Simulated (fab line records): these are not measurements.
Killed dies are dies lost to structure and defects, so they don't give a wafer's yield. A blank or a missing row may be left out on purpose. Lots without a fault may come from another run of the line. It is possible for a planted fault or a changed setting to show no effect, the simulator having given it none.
Split-lot trial | flow rit_cmos | 23 wafers read from 5 lots, route of 202 steps

## THE SPLIT
At RIT_GATE_COAT_11 (resist thk 850 nm), the setting spin_rpm was moved away from the recipe's 4250 rpm on 8 of the 23 wafers read, by -3.5% to +5.8%. The other wafers ran this setting at the recipe's value.

## FROM THE SPLIT TO THE READING: what the file shows between them, 2 steps
- RIT_GATE_DEVELOP_15: develop time 50 s (also split here: develop_time_s)
- RIT_GATE_HARDBAKE_18: time 60 s

## THE READING
NOVOLAK_of_GATE_COAT_11.thk_nm (the simulator's own value, which no gauge read), in nm, at RIT_GATE_ETCH_19 (etches poly-Si in SF6/CHF3/O2, stops on SiO2, time 165 s, target depth 312.5 nm). There is no usual value for it anywhere in the file. The 15 wafers here that ran the recipe average 670.9 nm, standard deviation 4.1 nm.

wafer  | tool, chamber at the split | spin_rpm as run, rpm | against the recipe | NOVOLAK_of_GATE_COAT_11.thk_nm, nm | against lot-mates on the recipe
L074.1 | litho_track-03, 0          | 4493                 | +5.7%              | 646.4                              | -20.8
L074.2 | litho_track-03, 0          | 4250                 | recipe             | 672.6                              | -
L074.4 | litho_track-03, 0          | 4250                 | recipe             | 661.7                              | -
L074.5 | litho_track-03, 0          | 4493                 | +5.7%              | 645.1                              | -22.1
L074.6 | litho_track-03, 0          | 4493                 | +5.7%              | 644.8                              | -22.4
L078.1 | litho_track-01, 0          | 4250                 | recipe             | 672.6                              | -
L078.2 | litho_track-01, 0          | 4250                 | recipe             | 675.1                              | -
L078.5 | litho_track-01, 0          | 4250                 | recipe             | 668.8                              | -
L079.1 | litho_track-01, 0          | 4250                 | recipe             | 666.1                              | -
L079.2 | litho_track-01, 0          | 4103                 | -3.5%              | 681.4                              | +13.9
L079.4 | litho_track-01, 0          | 4103                 | -3.5%              | 682.8                              | +15.3
L079.6 | litho_track-01, 0          | 4103                 | -3.5%              | 682.8                              | +15.3
L079.5 | litho_track-01, 0          | 4250                 | recipe             | 668.8                              | -
L080.2 | litho_track-01, 0          | 4250                 | recipe             | 665.8                              | -
L080.3 | litho_track-01, 0          | 4250                 | recipe             | 668.8                              | -
L080.4 | litho_track-01, 0          | 4250                 | recipe             | 673.5                              | -
L080.5 | litho_track-01, 0          | 4250                 | recipe             | 674.6                              | -
L080.6 | litho_track-01, 0          | 4250                 | recipe             | 670.3                              | -
L084.1 | litho_track-02, 0          | 4250                 | recipe             | 676.9                              | -
L084.2 | litho_track-02, 0          | 4250                 | recipe             | 672.4                              | -
L084.3 | litho_track-02, 0          | 4250                 | recipe             | 675.9                              | -
L084.4 | litho_track-02, 0          | 4496                 | +5.8%              | 650.3                              | -24.8
L084.6 | litho_track-02, 0          | 4496                 | +5.8%              | 653.9                              | -21.2

THE FIT
A straight line over all 23 wafers: NOVOLAK_of_GATE_COAT_11.thk_nm changes by -3.81 nm for each +1% of spin_rpm; r = -0.94; the points scatter about the line by 4 nm.
The same after taking each lot's own level away (the mean of its wafers on the recipe; 23 wafers): -3.97 nm for each +1%; r = -0.97; scatter 2.8 nm.
That fit puts the effect of the largest move of spin_rpm on the reading at 23 nm.
Across the lots, their own levels run from 667.15 to 675.07 nm, a range of 1.9 times the standard deviation given above.
Hence the lot-to-lot level has little effect on the slope; both slopes agree.
Check: -22.3 nm against its lot-mates is what the line predicts for one of the wafers moved furthest among these (+5.8%) when that wafer is left out of the fit. Against them it came out at -24.8 nm.

## THE OTHER SPLITS THESE WAFERS WENT THROUGH
These wafers also went through other splits before the reading. Each is held against what the fit with the lots' levels taken away leaves over:
other split on the same wafers     | wafers away from the commonest value | r with NOVOLAK_of_GATE_COAT_11.thk_nm (lot level and that fit taken away)
RIT_ACTIVE_OXIDATION_01 ox_time_s  | 18                                   | -0.05
RIT_FOX1_OXIDATION_00 ox_time_s    | 15                                   | +0.07
RIT_NWELL_COAT_01 spin_rpm         | 7                                    | -0.03
RIT_NWELL_HARDBAKE_07 temp_c       | 8                                    | +0.07
RIT_PWELL_IMPLANT_08 energy_kev    | 11                                   | +0.03
RIT_NRETRO_COAT_01 spin_rpm        | 5                                    | -0.29
RIT_PRETRO_IMPLANT_08 dose_cm2     | 9                                    | -0.28
RIT_GATE_OXIDATION_05 ox_time_s    | 18                                   | +0.01
RIT_GATE_DEVELOP_15 develop_time_s | 7                                    | +0.19

## THE WHOLE CHAIN: every reading that the file lists as answering this split, in the file's order
step                 | what it does                                                                    | reading                                                                         | change (the file's fit)              | r (the file's)
RIT_GATE_COAT_11     | resist thk 850 nm                                                               | NOVOLAK_of_GATE_COAT_11.thk_nm (the simulator's own value, which no gauge read) | -4.4 nm for each +1% of the setting  | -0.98
RIT_GATE_HARDBAKE_18 | time 60 s                                                                       | NOVOLAK_of_GATE_COAT_11.thk_nm (the simulator's own value, which no gauge read) | -3.85 nm for each +1% of the setting | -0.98
RIT_GATE_ETCH_19     | etches poly-Si in SF6/CHF3/O2, stops on SiO2, time 165 s, target depth 312.5 nm | NOVOLAK_of_GATE_COAT_11.thk_nm (the simulator's own value, which no gauge read) | -3.95 nm for each +1% of the setting | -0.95

## FILE'S OWN FIT
NOVOLAK_of_GATE_COAT_11.thk_nm changes by -3.95 nm for each +1% of spin_rpm, r = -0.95.
